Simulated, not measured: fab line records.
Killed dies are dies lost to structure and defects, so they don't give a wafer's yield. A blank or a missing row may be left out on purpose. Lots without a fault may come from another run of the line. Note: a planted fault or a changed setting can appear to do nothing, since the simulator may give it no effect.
Split-lot experiment | flow rit cmos | 23 wafers read across 5 lots, on a route 202 steps long

## THE SPLIT ITSELF
At RIT_M1_SPUTTER_00 (material Al, target thk 400 nm, time 500 s), the setting time s was moved away from the recipe's 500 s on 9 of the 23 wafers read, by -14.6% to +9.7%. This setting was run at the recipe's value on the other wafers.

## BETWEEN THE SPLIT AND THE READING: the file shows 1 step in between
- RIT_M1_RS_MEAS_01: measures by four-point-probe

## THE READING
M1_AL_THK, in nm, at RIT_M1_THK_MEAS_02 (measures by xrf). Typical for fault-free wafers on this fab line: 394 nm, with standard deviation 5.5 nm.

wafer  | tool, chamber at the split | time s as run, s | against the recipe | M1_AL_THK, nm | against lot-mates on the recipe
L075.1 | pvd sputter-02, -          | 427              | -14.6%             | 337           | -60
L075.2 | pvd sputter-02, -          | 427              | -14.6%             | 340           | -57
L075.3 | pvd sputter-02, -          | 500              | recipe             | 392           | -
L075.5 | pvd sputter-02, -          | 500              | recipe             | 400           | -
L075.6 | pvd sputter-02, -          | 500              | recipe             | 399           | -
L076.1 | pvd sputter-03, -          | 500              | recipe             | 395           | -
L076.3 | pvd sputter-03, -          | 500              | recipe             | 398           | -
L076.6 | pvd sputter-03, -          | 500              | recipe             | 398           | -
L077.1 | pvd sputter-02, -          | 500              | recipe             | 392           | -
L077.3 | pvd sputter-02, -          | 470.5            | -5.9%              | 365           | -26
L077.4 | pvd sputter-02, -          | 500              | recipe             | 393           | -
L077.5 | pvd sputter-02, -          | 500              | recipe             | 387           | -
L077.6 | pvd sputter-02, -          | 470.5            | -5.9%              | 370           | -21
L080.1 | pvd sputter-03, -          | 500              | recipe             | 388           | -
L080.2 | pvd sputter-03, -          | 500              | recipe             | 385           | -
L080.3 | pvd sputter-03, -          | 500              | recipe             | 383           | -
L080.4 | pvd sputter-03, -          | 530.6            | +6.1%              | 410           | +25
L080.6 | pvd sputter-03, -          | 530.6            | +6.1%              | 407           | +22
L084.1 | pvd sputter-01, -          | 548.3            | +9.7%              | 434           | +36
L084.2 | pvd sputter-01, -          | 548.3            | +9.7%              | 441           | +42
L084.4 | pvd sputter-01, -          | 500              | recipe             | 402           | -
L084.5 | pvd sputter-01, -          | 548.3            | +9.7%              | 437           | +38
L084.6 | pvd sputter-01, -          | 500              | recipe             | 395           | -

THE FIT
A straight line over all 23 wafers: M1_AL_THK changes by +3.96 nm for each +1% of time s; r = +0.97; the points scatter about the line by 6.1 nm.
The same after taking each lot's own level away (the mean of its wafers on the recipe; 23 wafers): +3.99 nm for each +1%; r = +0.99; scatter 2.7 nm.
Per that fit: largest time s move, reading shift of 58 nm.
From 385.3 to 398.5 nm: that is the span of the lots' own levels, equal to 2.4 times the standard deviation above.
So the lot-to-lot level changes the slope little: the two slopes agree.
Check: -57.5 nm against its lot-mates is what the line predicts for one of the wafers moved furthest among these (-14.6%) when that wafer is left out of the fit. It came out at -60 nm against them.

## FURTHER SPLITS ON THESE WAFERS
Before the reading, these wafers also passed through other splits. Each is held against what the fit with the lots' levels taken away leaves over:
other split on the same wafers | wafers away from the commonest value | r with M1_AL_THK (lot level and that fit taken away)
RIT_GATE_EXPOSE_13 dose mj     | 9                                    | -0.34
RIT_GATE_STRIP_20 o2 flow sccm | 8                                    | +0.14
RIT_NLDD_IMPLANT_08 energy kev | 5                                    | +0.13
RIT_NSD_IMPLANT_08 dose cm2    | 10                                   | +0.16
RIT_PSD_SOFTBAKE_02 temp c     | 7                                    | +0.05
RIT_SDANNEAL_RTA_03 time s     | 7                                    | -0.10
RIT_SILICIDE_SPUTTER_01 time s | 5                                    | -0.10

## THE WHOLE CHAIN: every reading that the file lists as answering this split, in the file's order
step               | what it does                               | reading                                                                     | change (the file's fit)              | r (the file's)
RIT_M1_SPUTTER_00  | material Al, target thk 400 nm, time 500 s | Al_of_M1_SPUTTER_00.thk nm (the simulator's own value, which no gauge read) | +4.01 nm for each +1% of the setting | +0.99
RIT_M1_RS_MEAS_01  | measures by four-point-probe               | M1_AL_RS                                                                    | -0.00082 for each +1% of the setting | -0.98
RIT_M1_THK_MEAS_02 | measures by xrf                            | M1_AL_THK                                                                   | +3.97 for each +1% of the setting    | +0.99

## THE FILE'S OWN FIT
M1_AL_THK changes by +3.97 nm for each +1% of time s, r = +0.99.
